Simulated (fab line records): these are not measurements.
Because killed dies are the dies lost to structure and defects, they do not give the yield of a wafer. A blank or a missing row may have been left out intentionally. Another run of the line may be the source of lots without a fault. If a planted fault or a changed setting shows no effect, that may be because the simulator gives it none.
What tool caused it? :: flow berkeley_cmos170 :: 42 wafers from 14 lots sampled at 3 of the route's 331 steps

WHAT THE GAUGES SHOWED, per wafer
UCB170_M3_RS_MEAS_02: a four-point-probe measurement.
lot: L605
measured: day 8 00:10
on: film_metro-01
M3_AL_RS (ohm/sq): 0.0322 0.0324 0.0323

lot: L606
measured: day 7 23:58
on: film_metro-01
M3_AL_RS (ohm/sq): 0.0320 0.0321 0.0323

lot: L607
measured: day 8 10:07
on: film_metro-02
M3_AL_RS (ohm/sq): 0.0327 0.0322 0.0329

lot: L610
measured: day 8 08:10
on: film_metro-02
M3_AL_RS (ohm/sq): 0.0322 0.0322 0.0319

lot: L609
measured: day 8 09:54
on: film_metro-02
M3_AL_RS (ohm/sq): 0.0327 0.0331 0.0328

lot: L608
measured: day 8 10:01
on: film_metro-04
M3_AL_RS (ohm/sq): 0.0316 0.0318 0.0318

lot: L612
measured: day 9 12:06
on: film_metro-02
M3_AL_RS (ohm/sq): 0.0330 0.0326 0.0321

lot: L614
measured: day 9 19:06
on: film_metro-01
M3_AL_RS (ohm/sq): 0.0321 0.0323 0.0321

lot: L616
measured: day 9 19:41
on: film_metro-01
M3_AL_RS (ohm/sq): 0.0321 0.0328 0.0325

lot: L615
measured: day 9 22:50
on: film_metro-01
M3_AL_RS (ohm/sq): 0.0327 0.0321 0.0324

lot: L617
measured: day 10 12:47
on: film_metro-04
M3_AL_RS (ohm/sq): 0.0325 0.0326 0.0323

lot: L619
measured: day 10 18:23
on: film_metro-01
M3_AL_RS (ohm/sq): 0.0317 0.0321 0.0326

lot: L621
measured: day 11 00:45
on: film_metro-04
M3_AL_RS (ohm/sq): 0.0321 0.0325 0.0318

lot: L628
measured: day 12 10:14
on: film_metro-02
M3_AL_RS (ohm/sq): 0.0320 0.0322 0.0322

EACH LOT AND THE TOOL THAT RAN IT (in order: tool; ch and the chambers of the sampled wafers; start)
lot: L605
UCB170_M1_STRIP_13: plasma_asher-01 ch 0, day 7 11:27
UCB170_V1_ETCH_14: rie_diel-04 ch 0,1,3, day 7 17:45

lot: L606
UCB170_M1_STRIP_13: plasma_asher-01 ch 0,1, day 7 12:28
UCB170_V1_ETCH_14: rie_diel-03 ch 0,1,3, day 7 17:52

lot: L607
UCB170_M1_STRIP_13: plasma_asher-03 ch 0,1, day 7 20:43
UCB170_V1_ETCH_14: rie_diel-03 ch 2,3, day 8 03:52

lot: L610
UCB170_M1_STRIP_13: plasma_asher-01 ch 0,1, day 7 20:58
UCB170_V1_ETCH_14: rie_diel-03 ch 1,2, day 8 02:43

lot: L609
UCB170_M1_STRIP_13: plasma_asher-01 ch 0,1, day 7 21:14
UCB170_V1_ETCH_14: rie_diel-01 ch 0,3, day 8 03:31

lot: L608
UCB170_M1_STRIP_13: plasma_asher-02 ch 0, day 7 21:36
UCB170_V1_ETCH_14: rie_diel-04 ch 1,2,3, day 8 03:38

lot: L612
UCB170_M1_STRIP_13: plasma_asher-02 ch 0,1, day 8 21:17
UCB170_V1_ETCH_14: rie_diel-01 ch 0,1,2, day 9 04:53

lot: L614
UCB170_M1_STRIP_13: plasma_asher-03 ch 0,1, day 9 06:29
UCB170_V1_ETCH_14: rie_diel-01 ch 0,1,3, day 9 12:43

lot: L616
UCB170_M1_STRIP_13: plasma_asher-03 ch 0,1, day 9 06:35
UCB170_V1_ETCH_14: rie_diel-01 ch 2,3, day 9 13:16

lot: L615
UCB170_M1_STRIP_13: plasma_asher-03 ch 1, day 9 09:56
UCB170_V1_ETCH_14: rie_diel-01 ch 1,2, day 9 16:42

lot: L617
UCB170_M1_STRIP_13: plasma_asher-03 ch 0,1, day 10 00:59
UCB170_V1_ETCH_14: rie_diel-01 ch 0,1, day 10 06:24

lot: L619
UCB170_M1_STRIP_13: plasma_asher-01 ch 0,1, day 10 04:38
UCB170_V1_ETCH_14: rie_diel-01 ch 0,1,3, day 10 12:40

lot: L621
UCB170_M1_STRIP_13: plasma_asher-02 ch 0,1, day 10 11:08
UCB170_V1_ETCH_14: rie_diel-03 ch 1,2,3, day 10 18:12

lot: L628
UCB170_M1_STRIP_13: plasma_asher-03 ch 0,1, day 11 18:50
UCB170_V1_ETCH_14: rie_diel-03 ch 0,1,2, day 12 03:41
- UCB170_M1_STRIP_13: strips in O2.
- UCB170_V1_ETCH_14: etches SiO2 in CHF3/CF4/Ar, stops on Al, target depth 1250 nm, time 291 s.

WHAT THE TOOLS THEMSELVES READ (means of the sampled wafers that have a number; where no wafer has one, the mark that the record gives instead)
UCB170_M1_STRIP_13.
lot: L605
tool: plasma_asher-01
chamber_pressure_mTorr (mTorr): 3502
drypump_motor_current_A (A): 5.0
o2_flow_sccm (sccm): 401.1
oes_product_au (a.u.): 0.724

lot: L606
tool: plasma_asher-01
chamber_pressure_mTorr (mTorr): 3501
drypump_motor_current_A (A): 5.3
o2_flow_sccm (sccm): 401.0
oes_product_au (a.u.): 0.719

lot: L607
tool: plasma_asher-03
chamber_pressure_mTorr (mTorr): 3499
drypump_motor_current_A (A): 5.2
o2_flow_sccm (sccm): 398.8
oes_product_au (a.u.): 0.717

lot: L610
tool: plasma_asher-01
chamber_pressure_mTorr (mTorr): 3499
drypump_motor_current_A (A): 5.3
o2_flow_sccm (sccm): 400.2
oes_product_au (a.u.): 0.724

lot: L609
tool: plasma_asher-01
chamber_pressure_mTorr (mTorr): 3502
drypump_motor_current_A (A): 5.3
o2_flow_sccm (sccm): 400.2
oes_product_au (a.u.): 0.723

lot: L608
tool: plasma_asher-02
chamber_pressure_mTorr (mTorr): 3499
drypump_motor_current_A (A): 5.4
o2_flow_sccm (sccm): 400.9
oes_product_au (a.u.): 0.717

lot: L612
tool: plasma_asher-02
chamber_pressure_mTorr (mTorr): 3499
drypump_motor_current_A (A): 5.7
o2_flow_sccm (sccm): 400.8
oes_product_au (a.u.): 0.719

lot: L614
tool: plasma_asher-03
chamber_pressure_mTorr (mTorr): 3500
drypump_motor_current_A (A): 5.2
o2_flow_sccm (sccm): 399.6
oes_product_au (a.u.): 0.724

lot: L616
tool: plasma_asher-03
chamber_pressure_mTorr (mTorr): 3502
drypump_motor_current_A (A): 5.4
o2_flow_sccm (sccm): 399.3
oes_product_au (a.u.): 0.725

lot: L615
tool: plasma_asher-03
chamber_pressure_mTorr (mTorr): 3502
drypump_motor_current_A (A): 5.1
o2_flow_sccm (sccm): 399.1
oes_product_au (a.u.): 0.723

lot: L617
tool: plasma_asher-03
chamber_pressure_mTorr (mTorr): 3501
drypump_motor_current_A (A): 5.2
o2_flow_sccm (sccm): 399.8
oes_product_au (a.u.): 0.719

lot: L619
tool: plasma_asher-01
chamber_pressure_mTorr (mTorr): 3502
drypump_motor_current_A (A): 5.3
o2_flow_sccm (sccm): 400.9
oes_product_au (a.u.): 0.718

lot: L621
tool: plasma_asher-02
chamber_pressure_mTorr (mTorr): 3499
drypump_motor_current_A (A): 5.7
o2_flow_sccm (sccm): 398.2
oes_product_au (a.u.): 0.719

lot: L628
tool: plasma_asher-03
chamber_pressure_mTorr (mTorr): 3503
drypump_motor_current_A (A): 5.4
o2_flow_sccm (sccm): 398.0
oes_product_au (a.u.): 0.718

UCB170_V1_ETCH_14.
lot: L605
tool: rie_diel-04
chamber_pressure_mTorr (mTorr): 199.91
drypump_motor_current_A (A): 5.7
oes_product_au (a.u.): 0.871
throttle_valve_pct (%): 6.90

lot: L606
tool: rie_diel-03
chamber_pressure_mTorr (mTorr): 199.88
drypump_motor_current_A (A): 6.1
oes_product_au (a.u.): 0.874
throttle_valve_pct (%): 6.98

lot: L607
tool: rie_diel-03
chamber_pressure_mTorr (mTorr): 200.07
drypump_motor_current_A (A): 6.3
oes_product_au (a.u.): 0.858
throttle_valve_pct (%): 7.00

lot: L610
tool: rie_diel-03
chamber_pressure_mTorr (mTorr): 200.05
drypump_motor_current_A (A): 5.8
oes_product_au (a.u.): 0.873
throttle_valve_pct (%): 7.08

lot: L609
tool: rie_diel-01
chamber_pressure_mTorr (mTorr): 200.00
drypump_motor_current_A (A): 5.8
oes_product_au (a.u.): 0.886
throttle_valve_pct (%): 6.95

lot: L608
tool: rie_diel-04
chamber_pressure_mTorr (mTorr): 200.07
drypump_motor_current_A (A): 5.2
oes_product_au (a.u.): 0.863
throttle_valve_pct (%): 7.01

lot: L612
tool: rie_diel-01
chamber_pressure_mTorr (mTorr): 200.04
drypump_motor_current_A (A): 5.8
oes_product_au (a.u.): 0.877
throttle_valve_pct (%): 6.90

lot: L614
tool: rie_diel-01
chamber_pressure_mTorr (mTorr): 199.89
drypump_motor_current_A (A): 5.6
oes_product_au (a.u.): 0.879
throttle_valve_pct (%): 6.95

lot: L616
tool: rie_diel-01
chamber_pressure_mTorr (mTorr): 200.10
drypump_motor_current_A (A): 5.7
oes_product_au (a.u.): 0.869
throttle_valve_pct (%): 6.97

lot: L615
tool: rie_diel-01
chamber_pressure_mTorr (mTorr): 200.16
drypump_motor_current_A (A): 5.6
oes_product_au (a.u.): 0.871
throttle_valve_pct (%): 6.90

lot: L617
tool: rie_diel-01
chamber_pressure_mTorr (mTorr): 199.93
drypump_motor_current_A (A): 5.7
oes_product_au (a.u.): 0.885
throttle_valve_pct (%): 6.89

lot: L619
tool: rie_diel-01
chamber_pressure_mTorr (mTorr): 199.93
drypump_motor_current_A (A): 5.6
oes_product_au (a.u.): 0.882
throttle_valve_pct (%): 6.96

lot: L621
tool: rie_diel-03
chamber_pressure_mTorr (mTorr): 200.06
drypump_motor_current_A (A): 6.0
oes_product_au (a.u.): 0.873
throttle_valve_pct (%): 7.04

lot: L628
tool: rie_diel-03
chamber_pressure_mTorr (mTorr): 200.11
drypump_motor_current_A (A): 5.9
oes_product_au (a.u.): 0.871
throttle_valve_pct (%): 7.02

THE ANSWER, worked out from the rows above alone
Rule: the lots themselves supply what counts as usual. Put in order of their means at a reading, lots are off if they are a third of the lots or fewer, leave a main group of 4 or more, and stand apart from it by a gap of 3 or more times the standard deviation of the main group's means; of several such gaps the widest counts. A main group is skipped when, at the precision printed for the reading in the tables above, its means are all equal. A lot without any number at a reading at which 4 lots or more have one is off too. The other lots that the step has rows for count as sound. First the gauges in route order, then the tools' own readings, where a lot's mean is used as printed above. At the first step where some lot is off, the reading lying furthest off is the one used; lots without a number count as furthest.
Nothing can be told from this: no lot is off at any reading shown.

WHAT HAD BEEN PUT IN BY THE SIMULATOR
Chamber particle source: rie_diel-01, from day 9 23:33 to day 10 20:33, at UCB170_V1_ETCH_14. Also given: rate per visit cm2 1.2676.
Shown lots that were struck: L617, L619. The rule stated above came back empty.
